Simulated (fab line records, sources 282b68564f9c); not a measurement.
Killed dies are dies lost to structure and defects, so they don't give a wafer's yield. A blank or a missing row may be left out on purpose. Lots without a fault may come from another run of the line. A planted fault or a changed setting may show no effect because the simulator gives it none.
Problem report in the 8D (eight disciplines) form, filled by code | flow rit_cmos | the parts of the form that need people (team, actions taken, sign-off) are left out

1. THE PROBLEM
NLDD_TW at RIT_NLDD_TW_MEAS_10 reads a mean of 2812 on 6 wafers of 2 lots; wafers without a fault read 2494 with a standard deviation of 18. That is +18 standard deviations from the usual mean.
First seen on wafer L761.1, day 4 19:45, on film_metro-01. The record holds 42 wafers of 14 lots with a number at this step. Rule for "out", or "out of limits": more than 4 standard deviations from the usual mean. The other wafers with a number count as sound.

2. WHAT IT IS AND WHAT IT IS NOT
question                    | is                           | is not
which readings at this step | NLDD_TW                      | -
which lots                  | L761, L767                   | L752, L753, L754, L755, L756, L758, L759, L760, L766, L769, L770, L771
which wafers of those lots  | all that have a number       | -
read on which gauges        | film_metro-01, film_metro-03 | film_metro-04
when                        | from day 4 19:45             | up to then (24 sound wafers); but 12 sound wafers of L766, L769, L770, L771 came after

3. SUSPECTS, AND WHAT RULES EACH OUT
Counting: a tool at a process step up to the reading stays a suspect if it ran every lot that is out and no sound lot after the first of them.
- the gauge at RIT_NLDD_TW_MEAS_10: ruled out. The wafers that are out were read on 2 gauges (film_metro-01, film_metro-03).
- implanter-03 at RIT_NLDD_IMPLANT_08: kept. It ran every lot that is out, first L761 (day 4 19:25), and no sound lot after that; its last sound lot up to then is L759 (day 4 11:09). Its own readings are out on those wafers: dose_ions_cm2, faraday_current_uA.
Left after counting: implanter-03 at RIT_NLDD_IMPLANT_08.

4. THE CAUSE (what the simulator had put in)
Process parameter drift: implanter-03, from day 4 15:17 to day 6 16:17, at RIT_NLDD_IMPLANT_08. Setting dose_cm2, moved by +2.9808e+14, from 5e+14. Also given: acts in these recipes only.
Counting left only this tool.

5. THE CHAIN OF EFFECTS, in route order
Each row: a reading whose mean over the struck wafers that have a number lies more than 3 standard deviations from the usual. Only readings for which the record gives a usual standard deviation are gone through. hours: the time from each lot's start at the first step in this table that gives one to its start at this step, as a median over the lots. sigmas: the change in usual standard deviations.
hours | step                    | reading                   | usual         | on struck wafers | change    | sigmas
0     | RIT_NLDD_IMPLANT_08     | dose_ions_cm2             | 5e+14         | 8e+14            | +3e+14    | +99 or more
0     | RIT_NLDD_IMPLANT_08     | end_station_pressure_torr | 6.28e-06 Torr | 7.21e-06         | +9.35e-07 | +3.3
0     | RIT_NLDD_IMPLANT_08     | faraday_current_uA        | 1574          | 2513             | +939      | +28
0     | RIT_NLDD_TW_MEAS_10     | NLDD_TW                   | 2494          | 2812             | +318      | +18
8     | RIT_SDANNEAL_RS_MEAS_07 | NLDD_RS                   | 151.5 ohm/sq  | 103.4            | -48.1     | -86
The process steps in it:
- RIT_NLDD_IMPLANT_08

6. WHAT WOULD HAVE CAUGHT IT SOONER
In this record the first reading out of limits at a measuring or inspecting step was taken at day 4 19:45, 4 hours after the fault began at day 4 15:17.
The tool's own readings at RIT_NLDD_IMPLANT_08 were out on every struck wafer that the step has a row for (dose_ions_cm2, faraday_current_uA): an alarm limit on them would have fired on the first of those.
Of the lots that are out (2), L767 began RIT_NLDD_IMPLANT_08 on implanter-03 after day 4 19:45. A hold on the tool at that time would have spared it.
